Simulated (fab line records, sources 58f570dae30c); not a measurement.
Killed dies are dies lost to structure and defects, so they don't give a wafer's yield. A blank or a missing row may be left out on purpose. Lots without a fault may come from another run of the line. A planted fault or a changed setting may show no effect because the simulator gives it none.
Which tool did it? | flow berkeley_cmos170 | 13 lots, 39 wafers sampled, at 6 steps of a route of 331

WHAT THE GAUGES READ, wafer by wafer
UCB170_SILICIDE_RS_MEAS_02: measures by four-point-probe.
lot  | measured     | on            | SILICIDE_TI_RS (ohm/sq)
L532 | day 7 06:28  | film_metro-01 | 25.8 26.0 25.9
L531 | day 7 06:40  | film_metro-02 | 26.0 26.1 25.9
L535 | day 7 13:28  | film_metro-04 | 26.0 25.5 25.8
L533 | day 7 13:29  | film_metro-01 | 25.7 25.7 25.9
L534 | day 7 13:47  | film_metro-04 | 25.9 26.2 25.9
L537 | day 7 15:38  | film_metro-04 | 26.0 26.1 25.8
L538 | day 8 09:32  | film_metro-04 | 25.4 25.5 25.4
L545 | day 9 09:56  | film_metro-01 | 25.2 25.6 25.3
L542 | day 9 19:26  | film_metro-04 | 26.1 25.8 26.1
L549 | day 10 14:11 | film_metro-02 | 25.6 25.7 25.8
L550 | day 11 02:32 | film_metro-01 | 26.2 26.5 26.6
L551 | day 11 15:47 | film_metro-04 | 25.8 26.0 25.8
L552 | day 11 16:02 | film_metro-04 | 25.9 25.9 26.1

UCB170_V2_OVL_MEAS_13.
lot  | measured     | on         | V2_OVL (nm)
L532 | day 8 00:11  | overlay-02 | 9 4 8
L531 | day 8 03:19  | overlay-02 | -3 -3 5
L535 | day 8 11:37  | overlay-02 | 3 3 1
L533 | day 8 10:53  | overlay-01 | 4 1 11
L534 | day 8 12:06  | overlay-01 | 1 -1 4
L537 | day 8 11:51  | overlay-01 | 6 19 12
L538 | day 9 06:35  | overlay-02 | -5 -1 -5
L545 | day 10 06:30 | overlay-02 | 1 0 -9
L542 | day 11 00:01 | overlay-01 | 4 13 9
L549 | day 11 13:31 | overlay-02 | 0 -2 1
L550 | day 11 22:25 | overlay-01 | 11 12 4
L551 | day 12 11:41 | overlay-02 | 1 13 2
L552 | day 12 14:46 | overlay-02 | -1 4 -5

UCB170_M3_RS_MEAS_02: measures by four-point-probe.
lot  | measured     | on            | M3_AL_RS (ohm/sq)
L532 | day 8 00:52  | film_metro-01 | 0.0317 0.0312 0.0317
L531 | day 8 03:53  | film_metro-03 | 0.0317 0.0322 0.0321
L535 | day 8 12:13  | film_metro-01 | 0.0320 0.0317 0.0317
L533 | day 8 11:31  | film_metro-03 | 0.0320 0.0321 0.0322
L534 | day 8 12:41  | film_metro-02 | 0.0323 0.0322 0.0325
L537 | day 8 12:26  | film_metro-03 | 0.0324 0.0321 0.0326
L538 | day 9 07:11  | film_metro-01 | 0.0329 0.0325 0.0333
L545 | day 10 07:05 | film_metro-03 | 0.0319 0.0327 0.0325
L542 | day 11 00:37 | film_metro-01 | 0.0325 0.0326 0.0228
L549 | day 11 14:10 | film_metro-02 | 0.0327 0.0326 0.0321
L550 | day 11 23:01 | film_metro-01 | 0.0318 0.0324 0.0323
L551 | day 12 12:23 | film_metro-02 | 0.0324 0.0325 0.0322
L552 | day 12 15:32 | film_metro-02 | 0.0321 0.0320 0.0321

UCB170_M3_THK_MEAS_03: measures by xrf.
lot  | measured     | on            | M3_AL_THK (nm)
L532 | day 8 00:59  | film_metro-01 | 912 931 916
L531 | day 8 04:01  | film_metro-03 | 911 892 901
L535 | day 8 12:20  | film_metro-01 | 901 910 913
L533 | day 8 11:37  | film_metro-03 | 895 904 897
L534 | day 8 12:48  | film_metro-02 | 892 900 892
L537 | day 8 12:34  | film_metro-03 | 894 902 887
L538 | day 9 07:18  | film_metro-01 | 880 890 867
L545 | day 10 07:13 | film_metro-03 | 903 884 891
L542 | day 11 00:44 | film_metro-01 | 889 893 1262
L549 | day 11 14:17 | film_metro-02 | 880 881 902
L550 | day 11 23:07 | film_metro-01 | 914 893 903
L551 | day 12 12:29 | film_metro-02 | 889 895 895
L552 | day 12 15:38 | film_metro-02 | 897 902 897

WHICH TOOL RAN EACH LOT (tool, then ch and the chambers of the sampled wafers, then the start)
lot  | UCB170_M1_STRIP_13                   | UCB170_M3_SPUTTER_01
L532 | plasma_asher-03 ch 0,1, day 7 14:08  | pvd_sputter-02, day 8 00:47
L531 | plasma_asher-01 ch 0,1, day 7 16:43  | pvd_sputter-01, day 8 03:49
L535 | plasma_asher-03 ch 0,1, day 7 20:50  | pvd_sputter-01, day 8 12:07
L533 | plasma_asher-02 ch 0,1, day 7 20:40  | pvd_sputter-02, day 8 11:23
L534 | plasma_asher-01 ch 0,1, day 7 21:27  | pvd_sputter-04, day 8 12:36
L537 | plasma_asher-01 ch 0,1, day 7 22:25  | pvd_sputter-02, day 8 12:22
L538 | plasma_asher-03 ch 0,1, day 8 16:30  | pvd_sputter-01, day 9 07:05
L545 | plasma_asher-01 ch 0,1, day 9 17:34  | pvd_sputter-04, day 10 07:01
L542 | plasma_asher-02 ch 0,1, day 10 04:55 | pvd_sputter-01, day 11 00:31
L549 | plasma_asher-03 ch 0,1, day 11 00:22 | pvd_sputter-04, day 11 14:04
L550 | plasma_asher-03 ch 0,1, day 11 09:37 | pvd_sputter-04, day 11 22:54
L551 | plasma_asher-01 ch 0,1, day 11 23:20 | pvd_sputter-04, day 12 12:10
L552 | plasma_asher-03 ch 0,1, day 12 01:35 | pvd_sputter-02, day 12 15:25
- UCB170_M1_STRIP_13: strips in O2.
- UCB170_M3_SPUTTER_01: material Al, target thk 900 nm, time 120 s.

WHAT THE TOOLS THEMSELVES READ (means of the sampled wafers that have a number; where no wafer has one, the mark that the record gives instead)
UCB170_M1_STRIP_13.
lot  | tool            | drypump_motor_current_A (A) | o2_flow_sccm (sccm) | oes_product_au (a.u.)
L532 | plasma_asher-03 | 5.0                         | 401.2               | 0.719
L531 | plasma_asher-01 | 5.9                         | 402.0               | 0.719
L535 | plasma_asher-03 | 4.9                         | 398.9               | 0.723
L533 | plasma_asher-02 | 5.9                         | 401.1               | 0.719
L534 | plasma_asher-01 | 5.9                         | 400.1               | 0.719
L537 | plasma_asher-01 | 5.9                         | 400.8               | 0.720
L538 | plasma_asher-03 | 5.0                         | 400.4               | 0.725
L545 | plasma_asher-01 | 6.0                         | 399.9               | 0.724
L542 | plasma_asher-02 | 5.8                         | 400.4               | 0.721
L549 | plasma_asher-03 | 5.0                         | 399.4               | 0.722
L550 | plasma_asher-03 | 5.0                         | 399.1               | 0.720
L551 | plasma_asher-01 | 5.9                         | 400.0               | 0.723
L552 | plasma_asher-03 | 5.0                         | 400.9               | 0.718

UCB170_M3_SPUTTER_01.
lot  | tool           | throttle_valve_pct (%)
L532 | pvd_sputter-02 | 29.6
L531 | pvd_sputter-01 | 30.8
L535 | pvd_sputter-01 | 31.2
L533 | pvd_sputter-02 | 29.8
L534 | pvd_sputter-04 | 30.5
L537 | pvd_sputter-02 | 29.3
L538 | pvd_sputter-01 | 31.6
L545 | pvd_sputter-04 | 29.6
L542 | pvd_sputter-01 | 31.2
L549 | pvd_sputter-04 | 30.2
L550 | pvd_sputter-04 | 30.2
L551 | pvd_sputter-04 | 30.8
L552 | pvd_sputter-02 | 29.8

THE ANSWER, worked out from the rows above alone
Rule: what is usual is taken from the lots themselves. Put in order of their means at a reading, lots are off if they are a third of the lots or fewer, leave a main group of 4 or more, and stand apart from it by a gap of 3 or more times the standard deviation of the main group's means; of several such gaps the widest counts. A main group whose means are all the same, to the digits that the tables above print for the reading, isn't used. A lot without any number at a reading at which 4 lots or more have one is off too. The other lots that the step has rows for count as sound. The gauges are gone through in route order, then the tools' own readings, and for those a lot's mean is taken as printed above. The first step at which some lot is off is used, and at that step the reading that is off furthest; a lot without a number counts as furthest.
Off: L542, at UCB170_M3_RS_MEAS_02 (M3_AL_RS). The main group: mean 0.0322 ohm/sq, standard deviation 0.00033.
A tool fits if, at a process step before that reading, it ran every lot that is off, and no sound lot after the first of them. The gauges at UCB170_M3_RS_MEAS_02 are tried like those tools. Can't be told from this: 2 tools fit, plasma_asher-02 at UCB170_M1_STRIP_13, pvd_sputter-01 at UCB170_M3_SPUTTER_01.

WHAT THE SIMULATOR HAD PUT IN
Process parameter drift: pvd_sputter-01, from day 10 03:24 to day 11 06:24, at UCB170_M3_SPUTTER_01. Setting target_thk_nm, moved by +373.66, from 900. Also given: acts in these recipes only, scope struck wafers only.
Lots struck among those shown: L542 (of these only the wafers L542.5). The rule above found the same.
